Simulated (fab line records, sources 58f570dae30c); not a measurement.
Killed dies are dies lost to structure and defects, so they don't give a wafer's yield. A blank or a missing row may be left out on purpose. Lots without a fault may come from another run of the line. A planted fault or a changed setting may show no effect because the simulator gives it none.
One fault seen from 2 desks | flow berkeley_cmos170 | each desk has only its own numbers; what lay behind them comes last

THE TOOL OWNER'S DESK: rie_diel-02
The tool's own readings at UCB170_V2_ETCH_14 (etches SiO2 in CHF3/CF4/Ar, stops on Al, target depth 1250 nm, time 291 s): means of the sampled wafers that have a number, for each lot that ran on this tool. A lot is out of limits, marked OUT, if its mean lies more than 4 standard deviations from the usual mean; the brackets give that distance.
Columns: A = drypump_motor_current_A at UCB170_V2_ETCH_14, usual 6.0 A; B = oes_product_au at UCB170_V2_ETCH_14, usual 0.874 a.u.; C = run_length_s at UCB170_V2_ETCH_14, usual 319.5 s; D = throttle_valve_pct at UCB170_V2_ETCH_14, usual 6.94 %
lot  | first seen here | A   | B                | C               | D
L269 | day 9 09:13     | 6.3 | 0.876            | 319.5           | 6.95
L287 | day 13 01:34    | 6.2 | 0.839            | 350.8 (+69) OUT | 6.98
L290 | day 13 16:29    | 6.1 | 0.832 (-4.2) OUT | 350.6 (+69) OUT | 6.97
This desk's finding: out of limits on L287, L290; first on L287, day 13 01:34 (run_length_s at UCB170_V2_ETCH_14). In limits: L269.

THE METROLOGY DESK
What the gauges read, lot by lot, whatever tool the lot ran on: means of the sampled wafers that have a number. A lot is out of limits, marked OUT, if its mean lies more than 4 standard deviations from the usual mean; the brackets give that distance.
Columns: A = V2_BOW at UCB170_V2_BOW_MEAS_03, usual 38 um; B = V2_POLISHED_THK at UCB170_V2_THK_MEAS_04, usual 999.7 nm; C = cd_nm at UCB170_V2_CD_MEAS_12, usual 699.8 nm; D = V2_OVL at UCB170_V2_OVL_MEAS_13, usual 1 nm; E = cd_nm at UCB170_V2_CD_MEAS_90, usual 699.9 nm
lot  | first seen here | A  | B      | C     | D  | E
L269 | day 9 07:35     | 35 | 999.2  | 699.4 | -0 | 699.5
L273 | day 10 02:22    | 44 | 1000.6 | 700.3 | -2 | 700.1
L279 | day 11 04:43    | 45 | 998.9  | 698.7 | 3  | 699.6
L287 | day 12 22:56    | 43 | 999.8  | 699.6 | 5  | 699.7
L286 | day 13 05:34    | 33 | 999.5  | 701.2 | 4  | 700.5
L290 | day 13 14:49    | 34 | 998.5  | 700.7 | -1 | 701.4
This desk's finding: nothing out of limits on any of the 6 lots.

PUT TOGETHER
The tool owner's desk could have raised an alarm at day 13 01:34, on L287, L290.
The metrology desk saw nothing out of limits.
The metrology desk has L287, L290 on record, within its limits.
Of the lots named, all ran UCB170_V2_ETCH_14 on rie_diel-02.

WHAT THE SIMULATOR HAD PUT IN
Process parameter drift: rie_diel-02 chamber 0, from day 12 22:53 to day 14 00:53, at UCB170_V2_ETCH_14. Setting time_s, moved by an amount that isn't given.
Lots struck among those shown: L287, L290.
Hours from the fault's start to each desk's first reading out of limits: the tool owner's desk, 3.
